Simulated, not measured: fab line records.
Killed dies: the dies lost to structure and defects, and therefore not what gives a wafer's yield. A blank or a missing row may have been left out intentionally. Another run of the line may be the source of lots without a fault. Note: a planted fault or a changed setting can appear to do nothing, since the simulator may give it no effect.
What tool caused it? | flow berkeleyCmos170 | 45 wafers sampled from 15 lots at 1 step of a route of 331

## WHAT THE GAUGES SHOWED, per wafer
The record holds no reading of a measuring or inspecting step that can be judged against a usual standard deviation.

## TOOL THAT RAN EACH LOT (tool first, then ch and the chambers of the sampled wafers, then the start)
lot  | UCB170_NWELL_IMPLANT_14
L306 | implanter-04 ch 0, day 2 23:32
L307 | implanter-04 ch 0, day 3 08:27
L308 | implanter-01 ch 0, day 3 08:42
L309 | implanter-03 ch 0, day 3 18:02
L311 | implanter-03 ch 0, day 4 04:47
L314 | implanter-01 ch 0, day 4 21:13
L315 | implanter-03 ch 0, day 4 21:26
L316 | implanter-01 ch 0, day 5 06:28
L317 | implanter-04 ch 0, day 5 10:30
L318 | implanter-01 ch 0, day 5 10:35
L321 | implanter-01 ch 0, day 6 01:57
L322 | implanter-04 ch 0, day 6 08:34
L323 | implanter-04 ch 0, day 6 11:55
L325 | implanter-03 ch 0, day 6 19:35
L326 | implanter-03 ch 0, day 7 06:13
- UCB170_NWELL_IMPLANT_14

## AS READ BY THE TOOLS THEMSELVES (means over the sampled wafers that have a number; for cases with no such wafer, the mark the record gives instead)
UCB170_NWELL_IMPLANT_14. Usual: tiltDeg 6.999 degrees, standard deviation 0.021.
lot  | tool         | tiltDeg (degrees) | flag
L306 | implanter-04 | 6.986             | 
L307 | implanter-04 | 7.002             | 
L308 | implanter-01 | 6.987             | 
L309 | implanter-03 | 6.993             | 
L311 | implanter-03 | 7.029             | 
L314 | implanter-01 | 6.972             | 
L315 | implanter-03 | 6.998             | 
L316 | implanter-01 | 7.593             | OFF
L317 | implanter-04 | 6.989             | 
L318 | implanter-01 | 7.550             | OFF
L321 | implanter-01 | 7.583             | OFF
L322 | implanter-04 | 6.987             | 
L323 | implanter-04 | 7.001             | 
L325 | implanter-03 | 6.992             | 
L326 | implanter-03 | 7.012             | 

## THE ANSWER, worked out from the rows above alone
Rule: lot off if the mean of its wafers having a number is beyond 3 standard deviations from the usual mean. A lot without any number at a reading at which 4 lots or more have one is off too. All remaining lots with rows at the step are treated as sound. First the gauges in route order, then the tools' own readings, where a lot's mean is used as printed above. The first step at which some lot is off is used, and at that step the reading that is off furthest; a lot without a number counts as furthest.
Off: L316, L318, L321, at UCB170_NWELL_IMPLANT_14 (tiltDeg).
A tool fits if, at that step or a process step before it, it ran every lot that is off, and no sound lot after the first of them. One candidate fits, namely implanter-01 at UCB170_NWELL_IMPLANT_14. Its last sound lot is L314 (day 4 21:13), its first lot that is off L316 (day 5 06:28): a fault that began between those two fits.
The tool's own readings at UCB170_NWELL_IMPLANT_14 bear it out: on the lots that are off they differ by more than 5 times the standard deviation of the sound lots' means. tiltDeg reads 7.575 degrees there against 6.996 degrees on the sound lots.

## WHAT THE SIMULATOR HAD INSERTED
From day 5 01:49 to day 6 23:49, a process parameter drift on implanter-01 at UCB170_NWELL_IMPLANT_14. Setting tiltDeg, moved by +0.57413, from 7. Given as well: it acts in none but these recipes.
Struck lots among those shown: L316, L318, L321. The rule above found the same.
